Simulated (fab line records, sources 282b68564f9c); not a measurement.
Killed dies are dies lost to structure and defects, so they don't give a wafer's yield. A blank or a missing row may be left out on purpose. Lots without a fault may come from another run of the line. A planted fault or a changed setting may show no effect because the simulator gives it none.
fab line records | flow rit_cmos
record lots=14 wafers=42 last_day=8
route steps=202 shown PLDD@123 M1@202
lots that met no fault: from a run of the same line without faults
start_h: hours from the record's first day to the start of the lot's first wafer shown | wait_h: hours since the lot's step before | " the same as in the row above | L1.1+2: a row that stands for several wafers | - no value, or no start given | * or withheld: withheld | < > ~ a bound
route shown NAME@n: a module of which the file shows steps, and the number in the route of the first | usual: mean/standard deviation of fault-free wafers | same: alike in all rows | chamber/n: place in a boat | sites: the reading at each site | _std_site: their standard deviation | _edge_site: outer sites' mean less inner sites' | radius_mm: how far each site lies from the wafer's centre | mask NAME#n: copy n | behind: the tool/chamber that last shaped the wafer | hold: why the lot was held/for how many hours/how that ended | device: the transistor (n, p or np) that didn't switch | end of line: the same wafers' tests at the end of the route | a step without rows: its recipe alone | killed: dies lost to structure and defects at the first sort, not the wafer's yield | map: a wafer's dies, x killed, . not, _ none there
set.NAME: the setting as run; set.NAME@STEP: as run at that earlier step | model.NAME: the simulator's own value behind a step, which no gauge read
steps of the route over a sample of lots; a table a step, a row a wafer
services: from which hour (start_h, from the record's first day; less than 0 if before it) a tool's chamber was out of use, for how many hours, and why
## steps
# step RIT_PLDD_STRIP_09
# recipe chemistry=O2 time_s=180 resist=NOVOLAK platen_temp_c=withheld power_w=500 pressure_mtorr=4000 o2_flow_sccm=4000
# usual chamber_pressure_mTorr=4000/3.5 drypump_motor_current_A=5.4/0.41
# columns lot.wafer tool chamber start_h wait_h chamber_pressure_mTorr drypump_motor_current_A rf_hours_counter_h
L945.1 plasma_asher-02 0 55.59 0.1 4002 5.3 39
L945.4 " 1 " " 3998 6.0 -
L945.6 " 1 " " 4001 6.1 -
L948.1 plasma_asher-03 0 70.33 0.1 3990 4.8 42
L948.2 " 1 " " 4003 5.3 42
L948.6 " 1 " " 3999 5.4 -
L949.2 plasma_asher-03 0 74.56 0.1 3998 4.9 42
L949.4 " 0 " " 3999 4.9 -
L949.6 " 0 " " 4000 4.9 -
L950.1 plasma_asher-01 1 78.66 0.1 4000 5.4 29
L950.4 " 1 " " 4001 5.4 -
L950.6 " 0 " " 3999 5.8 -
L952.1 plasma_asher-02 1 88.65 0.1 - - -
L952.2 " 0 " " - - -
L952.3 " 1 " " - - -
L953.1 plasma_asher-02 0 93.46 0.1 - - -
L953.2 " 1 " " - - -
L953.4 " 0 " " - - -
L954.1 plasma_asher-02 1 96.53 0.1 4001 6.0 44
L954.2 " 0 " " 4005 5.3 44
L954.4 " 1 " " 3999 6.1 -
L955.1 plasma_asher-02 1 103.64 0.1 4003 6.0 44
L955.2 " 0 " " 3998 5.3 44
L955.6 " 0 " " 4004 5.3 -
L962.1 plasma_asher-02 0 136.16 0.1 3997 5.3 2
L962.3 " 1 " " 3998 6.0 -
L962.5 " 1 " " 4000 6.0 -
L963.1 plasma_asher-03 1 140.56 0.1 3999 5.3 50
L963.4 " 0 " " 3997 4.9 -
L963.6 " 0 " " 4000 4.9 -
L964.2 plasma_asher-02 0 145.71 0.1 4000 5.3 3
L964.3 " 1 " " 4004 6.0 -
L964.5 " 1 " " 3998 6.1 -
L965.2 plasma_asher-02 1 152.33 0.1 4005 6.0 4
L965.4 " 1 " " 3997 6.1 -
L965.6 " 0 " " 4001 5.3 -
L966.2 plasma_asher-01 0 157.97 0.1 4002 5.8 38
L966.3 " 0 " " 4002 5.8 -
L966.5 " 1 " " 4006 5.4 -
L967.1 plasma_asher-02 0 163.64 0.1 4001 5.3 5
L967.3 " 1 " " 4003 6.0 -
L967.6 " 1 " " 3999 6.0 -
# step RIT_M1_PROBE_99
# usual killed_at_contacts=0.1/0.31 killed_at_front_end=6.3/2.7 killed_dies=6.4/2.7 killed_on_rim=1.7/1.4 killed_open=3.3/2 killed_short=3/1.8
# same gross_dies=264 killed_at_M0_to_M3=0 killed_at_M4_up=0 killed_at_back_side=0 killed_at_other=0
# columns lot.wafer tool chamber start_h wait_h killed_at_contacts killed_at_front_end killed_dies killed_on_rim killed_open killed_short
L952.1 prober-01 - 103.87 0.1 0 264 264 70 2 2
L952.2 prober-01 - 103.92 0.1 0 264 264 70 6 2
L952.3 prober-01 - 103.97 0.2 0 264 264 70 5 1
L953.1 prober-02 - 107.37 0.1 0 264 264 70 5 5
L953.2 prober-02 - 107.42 0.1 0 264 264 70 2 3
L953.4 prober-02 - 107.52 0.2 0 264 264 70 2 2
L954.1 prober-01 - 111.20 0.1 0 8 8 1 3 5
L954.2 prober-01 - 111.25 0.1 0 9 9 2 3 6
L954.4 prober-01 - 111.35 0.2 0 9 9 1 5 2
L955.1 prober-02 - 117.40 0.1 0 9 9 2 4 5
L955.2 prober-02 - 117.45 0.1 0 6 6 3 5 1
L955.6 prober-02 - 117.65 0.2 0 3 3 0 2 1
L962.1 prober-02 - 150.63 0.1 0 5 5 1 3 1
L962.3 prober-02 - 150.73 0.2 1 9 10 2 4 6
L962.5 prober-02 - 150.83 0.2 0 3 3 1 1 2
L963.1 prober-01 - 155.19 0.1 0 5 5 1 1 4
L963.4 prober-01 - 155.34 0.2 1 5 6 2 2 4
L963.6 prober-01 - 155.44 0.2 0 2 2 1 1 1
L964.2 prober-02 - 159.78 0.1 0 6 6 3 3 3
L964.3 prober-02 - 159.83 0.2 0 5 5 2 4 1
L964.5 prober-02 - 159.93 0.2 0 2 2 0 2 0
# killed by level:class
L952.1 SPACER:area_cvd=260 GATE:geometric_particle:open=1 GATE:geometric_particle:short=1 REOX:geometric_particle:open=1 SILICIDE:geometric_particle:short=1
L952.2 SPACER:area_cvd=256 FOX1:geometric_particle:open=2 GATE:geometric_particle:open=2 FOX1:geometric_particle:short=1 FOX2:geometric_particle:open=1 REOX:geometric_particle:open=1 REOX:geometric_particle:short=1
L952.3 SPACER:area_cvd=258 GATE:geometric_particle:open=3 FOX1:geometric_particle:open=1 SPACER:geometric_particle:short=1 SILICIDE:geometric_particle:open=1
L953.1 SPACER:area_cvd=253 GATE:geometric_particle:short=3 FOX2:geometric_particle:open=1 GATE:geometric_particle:open=1 REOX:geometric_particle:short=1 REOX:geometric_particle:open=1 SPACER:geometric_particle:open=1 SILICIDE:geometric_particle:open=1
L953.2 SPACER:area_cvd=259 SPACER:geometric_particle:short=2 GATE:geometric_particle:short=1 GATE:geometric_particle:open=1 SILICIDE:geometric_particle:open=1
L953.4 SPACER:area_cvd=259 GATE:geometric_particle:short=1 REOX:geometric_particle:open=1 SILICIDE:geometric_particle:short=1 SILICIDE:geometric_particle:open=1 ACTIVE:coat_microbubble_printed=1
L954.1 GATE:geometric_particle:open=2 GATE:geometric_particle:short=2 FOX1:geometric_particle:short=1 FOX1:geometric_particle:open=1 REOX:geometric_particle:short=1 SILICIDE:geometric_particle:short=1
L954.2 GATE:geometric_particle:short=3 GATE:geometric_particle:open=2 FOX1:geometric_particle:short=1 SPACER:geometric_particle:short=1 SILICIDE:geometric_particle:short=1 SILICIDE:geometric_particle:open=1
L954.4 FOX1:geometric_particle:open=2 SILICIDE:geometric_particle:open=2 NLDD:coat_microbubble_printed=2 FOX1:geometric_particle:short=1 GATE:geometric_particle:short=1 GATE:geometric_particle:open=1
L955.1 REOX:geometric_particle:short=2 GATE:geometric_particle:open=2 FOX1:geometric_particle:open=1 FOX1:geometric_particle:short=1 GATE:geometric_particle:short=1 SPACER:geometric_particle:short=1 SILICIDE:geometric_particle:open=1
L955.2 GATE:geometric_particle:open=3 FOX1:geometric_particle:short=1 FOX2:geometric_particle:open=1 SPACER:geometric_particle:open=1
L955.6 GATE:geometric_particle:short=1 REOX:geometric_particle:open=1 SPACER:geometric_particle:open=1
L962.1 REOX:geometric_particle:open=1 SPACER:geometric_particle:open=1 SILICIDE:geometric_particle:short=1 SILICIDE:geometric_particle:open=1 GATE:coat_microbubble_printed=1
L962.3 SILICIDE:geometric_particle:short=3 GATE:geometric_particle:open=2 REOX:geometric_particle:open=2 FOX1:geometric_particle:short=1 GATE:geometric_particle:short=1 CONTACT:geometric_particle:short=1
L962.5 FOX1:geometric_particle:short=1 GATE:geometric_particle:open=1 REOX:geometric_particle:short=1
L963.1 SPACER:geometric_particle:short=2 FOX2:geometric_particle:short=1 GATE:geometric_particle:short=1 SPACER:geometric_particle:open=1
L963.4 SPACER:geometric_particle:open=2 FOX1:geometric_particle:short=1 FOX2:geometric_particle:short=1 SPACER:geometric_particle:short=1 CONTACT:geometric_particle:short=1
L963.6 SPACER:geometric_particle:short=1 SILICIDE:geometric_particle:open=1
L964.2 FOX1:geometric_particle:open=1 FOX2:geometric_particle:short=1 REOX:geometric_particle:short=1 SPACER:geometric_particle:short=1 SPACER:geometric_particle:open=1 SILICIDE:geometric_particle:open=1
L964.3 FOX1:geometric_particle:open=1 GATE:geometric_particle:open=1 REOX:geometric_particle:open=1 SPACER:geometric_particle:open=1 SILICIDE:geometric_particle:short=1
L964.5 GATE:geometric_particle:open=1 REOX:geometric_particle:open=1
## services
# columns tool chamber start_h hours kind
plasma_asher-02 - 108.75 9.0 pm
plasma_asher-02 0 108.75 9.0 vent_cycle
plasma_asher-02 1 108.75 9.0 vent_cycle
plasma_asher-02 0 117.75 - clean
plasma_asher-02 1 117.75 - clean
plasma_asher-03 - 153.05 2.8 pm
## key
first_sign step=RIT_PLDD_STRIP_09 reading=tool_record direction=missing
effect step=RIT_M1_PROBE_99 reading=killed_dies direction=up sigmas=96 usual=6.4 struck=264
more_kills_born_at RIT_SPACER_CVD_03@lpcvd-01=774 RIT_SPACER_CVD_03@lpcvd-02=771
met_at RIT_PLDD_STRIP_09
struck_lots L952,L953
later_rows_left_out L952.1,L952.2,L952.3,L953.1,L953.2,L953.4
tester_left_out L952,L953
onset_between 55.59 88.65
fault kind=skipped_step_whole tool=plasma_asher-02 chamber=- onset_h=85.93 steps=RIT_PLDD_STRIP_09 scope=struck_lots_only
# tester_left_out: of these lots the tester's yield and bins aren't shown, on N5 and GAA mostly nor the transistor test; their killed dies are dies lost to structure and defects alone, not to doping, threshold or leakage, so they don't give the yield
# later_rows_left_out: the simulator's readings of these wafers behind a module that went badly wrong aren't trusted and aren't shown, but for the sort
